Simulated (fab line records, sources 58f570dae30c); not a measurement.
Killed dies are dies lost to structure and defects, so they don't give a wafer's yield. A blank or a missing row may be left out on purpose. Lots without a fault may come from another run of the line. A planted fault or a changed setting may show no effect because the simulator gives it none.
Which tool did it? | flow berkeley_cmos170 | 15 lots, 45 wafers sampled, at 5 steps of a route of 331

WHAT THE GAUGES READ, wafer by wafer
UCB170_PLDD_CD_MEAS_06: target cd 1200 nm. Usual: cd_nm 1199.8 nm, standard deviation 1.6.
lot  | measured     | on        | cd_nm (nm)           | flag
L123 | day 7 07:02  | cd_sem-02 | 1200.0 1200.6 1199.3 |
L124 | day 7 07:31  | cd_sem-02 | 1201.8 1201.1 1200.2 |
L127 | day 7 13:02  | cd_sem-01 | 1197.1 1197.0 1197.3 |
L125 | day 7 13:19  | cd_sem-02 | 1199.0 1199.8 1200.6 |
L126 | day 7 14:35  | cd_sem-01 | 1199.6 1199.6 1200.3 |
L128 | day 9 00:14  | cd_sem-02 | 1200.7 1200.7 1200.1 |
L130 | day 9 00:29  | cd_sem-01 | 1199.2 1198.3 1200.2 |
L129 | day 9 01:32  | cd_sem-02 | 1200.8 1200.7 1199.5 |
L137 | day 10 01:02 | cd_sem-01 | 1198.5 1197.7 1198.9 |
L136 | day 10 08:09 | cd_sem-02 | 1199.0 1199.8 1200.9 |
L139 | day 10 20:28 | cd_sem-02 | 1203.2 1201.6 1202.0 |
L142 | day 11 10:00 | cd_sem-01 | 1199.3 1199.7 1198.0 |
L140 | day 11 10:05 | cd_sem-02 | 1199.1 1198.2 1198.0 |
L143 | day 11 10:17 | cd_sem-02 | 1201.4 1201.8 1203.3 |
L146 | day 12 07:01 | cd_sem-01 | 1198.3 1199.2 1199.2 |

UCB170_SPACER_THK_MEAS_01. Usual: SPACER_TEOS_THK 375 nm, standard deviation 5.2.
lot  | measured     | on            | SPACER_TEOS_THK (nm)    | flag
L123 | day 7 09:36  | film_metro-04 | 371 370 379             |
L124 | day 7 10:08  | film_metro-04 | 373 385 382             |
L127 | day 7 15:46  | film_metro-04 | 370 375 376             |
L125 | day 7 16:00  | film_metro-03 | 377 385 381             |
L126 | day 7 18:02  | film_metro-04 | 369 378 376             |
L128 | day 9 05:17  | film_metro-02 | 366 375 376             |
L130 | day 9 08:12  | film_metro-02 | 374 374 375             |
L129 | day 9 08:41  | film_metro-04 | 374 384 381             |
L137 | day 10 03:53 | film_metro-04 | 380 381 384             |
L136 | day 10 10:52 | film_metro-02 | 326 321 328 326 321 328 | OFF
L139 | day 10 23:11 | film_metro-02 | 327 328 331 327 328 331 | OFF
L142 | day 11 12:45 | film_metro-02 | 371 376 379             |
L140 | day 11 13:14 | film_metro-02 | 320 325 332 321 324 332 | OFF
L143 | day 11 13:28 | film_metro-03 | 371 368 375             |
L146 | day 12 09:48 | film_metro-02 | 376 379 373             |

UCB170_M1_RS_MEAS_01: measures by four-point-probe. Usual: M1_AL_RS 0.0485 ohm/sq, standard deviation 0.00072.
lot  | measured     | on            | M1_AL_RS (ohm/sq)    | flag
L123 | day 8 04:53  | film_metro-03 | 0.0482 0.0485 0.0486 |
L124 | day 8 02:56  | film_metro-03 | 0.0479 0.0477 0.0480 |
L127 | day 8 12:24  | film_metro-03 | 0.0493 0.0494 0.0493 |
L125 | day 8 13:38  | film_metro-01 | 0.0495 0.0499 0.0491 |
L126 | day 8 13:31  | film_metro-04 | 0.0480 0.0481 0.0485 |
L128 | day 9 20:09  | film_metro-03 | 0.0478 0.0485 0.0479 |
L130 | day 9 20:54  | film_metro-01 | 0.0488 0.0493 0.0495 |
L129 | day 9 21:56  | film_metro-04 | 0.0475 0.0475 0.0475 |
L137 | day 10 22:40 | film_metro-04 | 0.0484 0.0483 0.0487 |
L136 | day 11 10:20 | film_metro-01 | 0.0500 0.0498 0.0493 |
L139 | day 11 18:43 | film_metro-01 | 0.0494 0.0490 0.0497 |
L142 | day 12 08:06 | film_metro-04 | 0.0481 0.0483 0.0487 |
L140 | day 12 09:30 | film_metro-04 | 0.0480 0.0483 0.0477 |
L143 | day 12 09:37 | film_metro-01 | 0.0490 0.0495 0.0487 |
L146 | day 13 02:47 | film_metro-01 | 0.0480 0.0487 0.0485 |

WHICH TOOL RAN EACH LOT (tool, then ch and the chambers of the sampled wafers, then the start)
lot  | UCB170_SPACER_CVD_00            | UCB170_SPACER_ETCHBACK_03
L123 | pecvd-02 ch 0,1,2, day 7 09:34  | rie_diel-03 ch 0,2,3, day 7 14:58
L124 | pecvd-01 ch 0,1,2, day 7 10:05  | rie_diel-02 ch 1,2, day 7 14:58
L127 | pecvd-01 ch 1,2, day 7 15:43    | rie_diel-03 ch 1,2,3, day 7 23:39
L125 | pecvd-03 ch 1,2, day 7 15:57    | rie_diel-02 ch 0,1, day 7 23:39
L126 | pecvd-03 ch 1,2, day 7 17:59    | rie_diel-03 ch 0,1, day 7 23:43
L128 | pecvd-02 ch 1,2, day 9 05:14    | rie_diel-03 ch 0,2,3, day 9 10:20
L130 | pecvd-03 ch 0,1, day 9 08:08    | rie_diel-02 ch 0,2, day 9 10:20
L129 | pecvd-02 ch 1,2, day 9 08:37    | rie_diel-03 ch 1,2,3, day 9 10:25
L137 | pecvd-01 ch 0,1,2, day 10 03:50 | rie_diel-02 ch 1,2,3, day 10 08:23
L136 | pecvd-03 ch 0,1, day 10 10:49   | rie_diel-04 ch 0,1,3, day 10 22:35
L139 | pecvd-03 ch 0,2, day 10 23:08   | rie_diel-02 ch 0,2,3, day 11 08:12
L142 | pecvd-02 ch 0,1,2, day 11 12:43 | rie_diel-03 ch 1,2,3, day 11 21:31
L140 | pecvd-03 ch 0,1, day 11 13:12   | rie_diel-04 ch 0,2,3, day 11 21:35
L143 | pecvd-02 ch 0,1, day 11 13:26   | rie_diel-03 ch 0,1,2, day 11 21:35
L146 | pecvd-01 ch 1,2, day 12 09:45   | rie_diel-04 ch 2,3, day 12 14:43
- UCB170_SPACER_CVD_00: deposits SiO2 from TEOS/O2, target thk 376 nm, time 47 s.
- UCB170_SPACER_ETCHBACK_03: etches SiO2 in CHF3/CF4/Ar, stops on Si, target depth 376 nm, time 100 s.

WHAT THE TOOLS THEMSELVES READ (means of the sampled wafers that have a number; where no wafer has one, the mark that the record gives instead)
UCB170_SPACER_CVD_00. Usual: heater_power_w 252 W, standard deviation 46.
lot  | tool     | heater_power_w (W) | flag
L123 | pecvd-02 | 274                |
L124 | pecvd-01 | 295                |
L127 | pecvd-01 | 258                |
L125 | pecvd-03 | 218                |
L126 | pecvd-03 | 209                |
L128 | pecvd-02 | 231                |
L130 | pecvd-03 | 236                |
L129 | pecvd-02 | 240                |
L137 | pecvd-01 | 277                |
L136 | pecvd-03 | 277                |
L139 | pecvd-03 | 213                |
L142 | pecvd-02 | 255                |
L140 | pecvd-03 | 245                |
L143 | pecvd-02 | 258                |
L146 | pecvd-01 | 283                |

UCB170_SPACER_ETCHBACK_03. Usual: drypump_motor_current_A 5.7 A, standard deviation 0.51; oes_product_au 0.907 a.u., standard deviation 0.015; throttle_valve_pct 6.50 %, standard deviation 0.14.
lot  | tool        | drypump_motor_current_A (A) | oes_product_au (a.u.) | throttle_valve_pct (%) | flag
L123 | rie_diel-03 | 6.2                         | 0.908                 | 6.39                   |
L124 | rie_diel-02 | 5.8                         | 0.914                 | 6.61                   |
L127 | rie_diel-03 | 5.7                         | 0.895                 | 6.50                   |
L125 | rie_diel-02 | 5.6                         | 0.916                 | 6.54                   |
L126 | rie_diel-03 | 6.1                         | 0.924                 | 6.46                   |
L128 | rie_diel-03 | 6.2                         | 0.900                 | 6.39                   |
L130 | rie_diel-02 | 5.6                         | 0.902                 | 6.58                   |
L129 | rie_diel-03 | 5.7                         | 0.915                 | 6.52                   |
L137 | rie_diel-02 | 5.5                         | 0.920                 | 6.59                   |
L136 | rie_diel-04 | 5.7                         | 0.811                 | 6.41                   | OFF
L139 | rie_diel-02 | 5.4                         | 0.827                 | 6.52                   | OFF
L142 | rie_diel-03 | 5.7                         | 0.903                 | 6.51                   |
L140 | rie_diel-04 | 5.3                         | 0.816                 | 6.48                   | OFF
L143 | rie_diel-03 | 6.0                         | 0.906                 | 6.55                   |
L146 | rie_diel-04 | 5.4                         | 0.903                 | 6.53                   |

THE ANSWER, worked out from the rows above alone
Rule: a lot is off if the mean of its wafers that have a number lies more than 3 standard deviations from the usual mean. A lot without any number at a reading at which 4 lots or more have one is off too. The other lots that the step has rows for count as sound. The gauges are gone through in route order, then the tools' own readings, and for those a lot's mean is taken as printed above. The first step at which some lot is off is used, and at that step the reading that is off furthest; a lot without a number counts as furthest.
Off: L136, L139, L140, at UCB170_SPACER_THK_MEAS_01 (SPACER_TEOS_THK).
A tool fits if, at a process step before that reading, it ran every lot that is off, and no sound lot after the first of them. The gauges at UCB170_SPACER_THK_MEAS_01 aren't tried: what is off there is off at UCB170_SPACER_ETCHBACK_03 too, on other tools, and a gauge's error can't cause that. One fits: pecvd-03 at UCB170_SPACER_CVD_00. Its last sound lot is L130 (day 9 08:08), its first lot that is off L136 (day 10 10:49): a fault that began between those two fits.

WHAT THE SIMULATOR HAD PUT IN
Process parameter drift: pecvd-03, from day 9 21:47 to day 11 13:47, at UCB170_SPACER_CVD_00. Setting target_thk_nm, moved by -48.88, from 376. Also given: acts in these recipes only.
Lots struck among those shown: L136, L139, L140. The rule above found the same.
